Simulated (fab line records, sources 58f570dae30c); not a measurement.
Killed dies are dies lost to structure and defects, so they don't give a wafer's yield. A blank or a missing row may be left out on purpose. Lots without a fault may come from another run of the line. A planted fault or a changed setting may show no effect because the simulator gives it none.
Which tool did it? | flow berkeley_cmos170 | 15 lots, 45 wafers sampled, at 4 steps of a route of 331

WHAT THE GAUGES READ, wafer by wafer
UCB170_M2_CD_MEAS_90: target cd 700 nm.
lot  | measured     | on        | cd_nm (nm)
L383 | day 8 18:45  | cd_sem-02 | 696 695 698
L384 | day 9 02:27  | cd_sem-01 | 695 704 703
L387 | day 9 10:49  | cd_sem-01 | 693 688 702
L388 | day 10 15:52 | cd_sem-01 | 699 707 699
L390 | day 10 16:18 | cd_sem-01 | 700 692 698
L392 | day 11 02:44 | cd_sem-01 | 691 691 702
L396 | day 11 18:47 | cd_sem-01 | 701 700 694
L395 | day 11 20:20 | cd_sem-02 | 706 695 707
L397 | day 12 07:26 | cd_sem-02 | 693 697 702
L400 | day 12 17:03 | cd_sem-02 | 696 705 696
L401 | day 13 13:12 | cd_sem-02 | 697 700 701
L402 | day 13 12:57 | cd_sem-02 | 704 695 698
L403 | day 14 00:14 | cd_sem-01 | 694 698 701
L404 | day 14 00:35 | cd_sem-02 | 700 702 706
L405 | day 14 07:34 | cd_sem-01 | 700 701 695

WHICH TOOL RAN EACH LOT (tool, then ch and the chambers of the sampled wafers, then the start)
lot  | UCB170_M1_ETCH_11                  | UCB170_V1_CMP_02              | UCB170_M2_ETCH_17
L383 | rie_diel-04 ch 0,1, day 8 11:16    | cmp-02 ch 0,1, day 8 13:54    | rie_diel-04 ch 1,2,3, day 8 18:23
L384 | rie_diel-01 ch 1,2, day 8 19:48    | cmp-02 ch 1,2, day 8 21:46    | rie_diel-03 ch 0,3, day 9 02:07
L387 | rie_diel-02 ch 0,1,2, day 9 04:17  | cmp-02 ch 1,2,3, day 9 06:14  | rie_diel-04 ch 0,1,3, day 9 10:28
L388 | rie_diel-04 ch 0,3, day 10 05:43   | cmp-02 ch 2,3, day 10 07:43   | rie_diel-02 ch 1,2,3, day 10 15:30
L390 | rie_diel-04 ch 0,2,3, day 10 07:56 | cmp-02 ch 1,2,3, day 10 10:26 | rie_diel-04 ch 1,2, day 10 15:58
L392 | rie_diel-04 ch 2,3, day 10 16:52   | cmp-01 ch 1,2,3, day 10 19:52 | rie_diel-02 ch 1,2, day 11 02:24
L396 | rie_diel-02 ch 1,2,3, day 11 10:58 | cmp-02 ch 0,1,3, day 11 13:41 | rie_diel-04 ch 1,2,3, day 11 18:26
L395 | rie_diel-02 ch 1,2,3, day 11 12:26 | cmp-01 ch 0,2,3, day 11 15:07 | rie_diel-02 ch 1,2,3, day 11 19:58
L397 | rie_diel-01 ch 0,1, day 11 22:38   | cmp-02 ch 0,1, day 12 01:02   | rie_diel-02 ch 2,3, day 12 07:06
L400 | rie_diel-02 ch 2,3, day 12 08:54   | cmp-01 ch 1,3, day 12 10:51   | rie_diel-02 ch 1,2, day 12 16:43
L401 | rie_diel-01 ch 0,1,2, day 13 01:44 | cmp-01 ch 0,2,3, day 13 03:40 | rie_diel-03 ch 1,2,3, day 13 12:51
L402 | rie_diel-02 ch 1,2,3, day 13 03:23 | cmp-02 ch 0,2,3, day 13 05:25 | rie_diel-02 ch 2,3, day 13 12:37
L403 | rie_diel-01 ch 0,3, day 13 14:26   | cmp-01 ch 0,1,3, day 13 16:28 | rie_diel-04 ch 2,3, day 13 23:52
L404 | rie_diel-04 ch 0,1,2, day 13 15:07 | cmp-02 ch 0,2,3, day 13 17:43 | rie_diel-02 ch 0,2,3, day 14 00:16
L405 | rie_diel-02 ch 1,2,3, day 13 21:58 | cmp-02 ch 2,3, day 14 00:13   | rie_diel-03 ch 2,3, day 14 07:14
- UCB170_M1_ETCH_11: etches BARC in N2/H2.
- UCB170_V1_CMP_02: polishes SiO2.
- UCB170_M2_ETCH_17: etches BARC in N2/H2.

WHAT THE TOOLS THEMSELVES READ (means of the sampled wafers that have a number; where no wafer has one, the mark that the record gives instead)
UCB170_M1_ETCH_11.
lot  | tool        | drypump_motor_current_A (A) | oes_product_au (a.u.) | throttle_valve_pct (%)
L383 | rie_diel-04 | 5.9                         | 1.005                 | 12.85
L384 | rie_diel-01 | 5.3                         | 0.983                 | 12.77
L387 | rie_diel-02 | 5.6                         | 1.010                 | 13.13
L388 | rie_diel-04 | 5.9                         | 1.011                 | 12.90
L390 | rie_diel-04 | 5.8                         | 0.995                 | 12.92
L392 | rie_diel-04 | 5.6                         | 0.988                 | 12.99
L396 | rie_diel-02 | 5.4                         | 1.012                 | 13.09
L395 | rie_diel-02 | 5.4                         | 1.012                 | 13.09
L397 | rie_diel-01 | 6.1                         | 0.955                 | 12.92
L400 | rie_diel-02 | 5.2                         | 1.024                 | 12.95
L401 | rie_diel-01 | 5.7                         | 0.964                 | 12.85
L402 | rie_diel-02 | 5.4                         | 1.016                 | 13.09
L403 | rie_diel-01 | 6.1                         | 0.946                 | 12.89
L404 | rie_diel-04 | 5.8                         | 1.002                 | 12.90
L405 | rie_diel-02 | 5.4                         | 1.016                 | 13.10

UCB170_V1_CMP_02.
lot  | tool   | motor_current_A (A) | slurry_flow_ml_min
L383 | cmp-02 | 16.3                | 149.8
L384 | cmp-02 | 16.4                | 150.1
L387 | cmp-02 | 16.0                | 150.0
L388 | cmp-02 | 15.1                | 149.8
L390 | cmp-02 | 15.8                | 149.7
L392 | cmp-01 | 17.2                | 149.6
L396 | cmp-02 | 15.7                | 150.1
L395 | cmp-01 | 18.1                | 150.1
L397 | cmp-02 | 16.6                | 149.4
L400 | cmp-01 | 17.5                | 149.8
L401 | cmp-01 | 17.7                | 149.6
L402 | cmp-02 | 16.1                | 149.7
L403 | cmp-01 | 16.1                | 149.7
L404 | cmp-02 | 16.6                | 149.7
L405 | cmp-02 | 14.9                | 149.9

UCB170_M2_ETCH_17.
lot  | tool        | drypump_motor_current_A (A) | oes_product_au (a.u.) | throttle_valve_pct (%)
L383 | rie_diel-04 | 5.6                         | 0.989                 | 13.27
L384 | rie_diel-03 | 5.4                         | 0.979                 | 13.16
L387 | rie_diel-04 | 5.7                         | 1.003                 | 13.22
L388 | rie_diel-02 | 5.4                         | 1.021                 | 13.39
L390 | rie_diel-04 | 5.7                         | 0.991                 | 13.24
L392 | rie_diel-02 | 5.7                         | 1.005                 | 13.47
L396 | rie_diel-04 | 5.6                         | 0.995                 | 13.28
L395 | rie_diel-02 | 5.4                         | 1.019                 | 13.40
L397 | rie_diel-02 | 5.2                         | 1.029                 | 13.27
L400 | rie_diel-02 | 5.6                         | 1.003                 | 13.55
L401 | rie_diel-03 | 5.9                         | 0.999                 | 13.31
L402 | rie_diel-02 | 5.2                         | 1.027                 | 13.26
L403 | rie_diel-04 | 5.6                         | 0.985                 | 13.30
L404 | rie_diel-02 | 5.4                         | 1.020                 | 13.30
L405 | rie_diel-03 | 5.7                         | 1.007                 | 13.39

THE ANSWER, worked out from the rows above alone
Rule: what is usual is taken from the lots themselves. Put in order of their means at a reading, lots are off if they are a third of the lots or fewer, leave a main group of 4 or more, and stand apart from it by a gap of 3 or more times the standard deviation of the main group's means; of several such gaps the widest counts. A main group whose means are all the same, to the digits that the tables above print for the reading, isn't used. A lot without any number at a reading at which 4 lots or more have one is off too. The other lots that the step has rows for count as sound. The gauges are gone through in route order, then the tools' own readings, and for those a lot's mean is taken as printed above. The first step at which some lot is off is used, and at that step the reading that is off furthest; a lot without a number counts as furthest.
No lot is off at any reading shown: from this, nothing can be told.

WHAT THE SIMULATOR HAD PUT IN
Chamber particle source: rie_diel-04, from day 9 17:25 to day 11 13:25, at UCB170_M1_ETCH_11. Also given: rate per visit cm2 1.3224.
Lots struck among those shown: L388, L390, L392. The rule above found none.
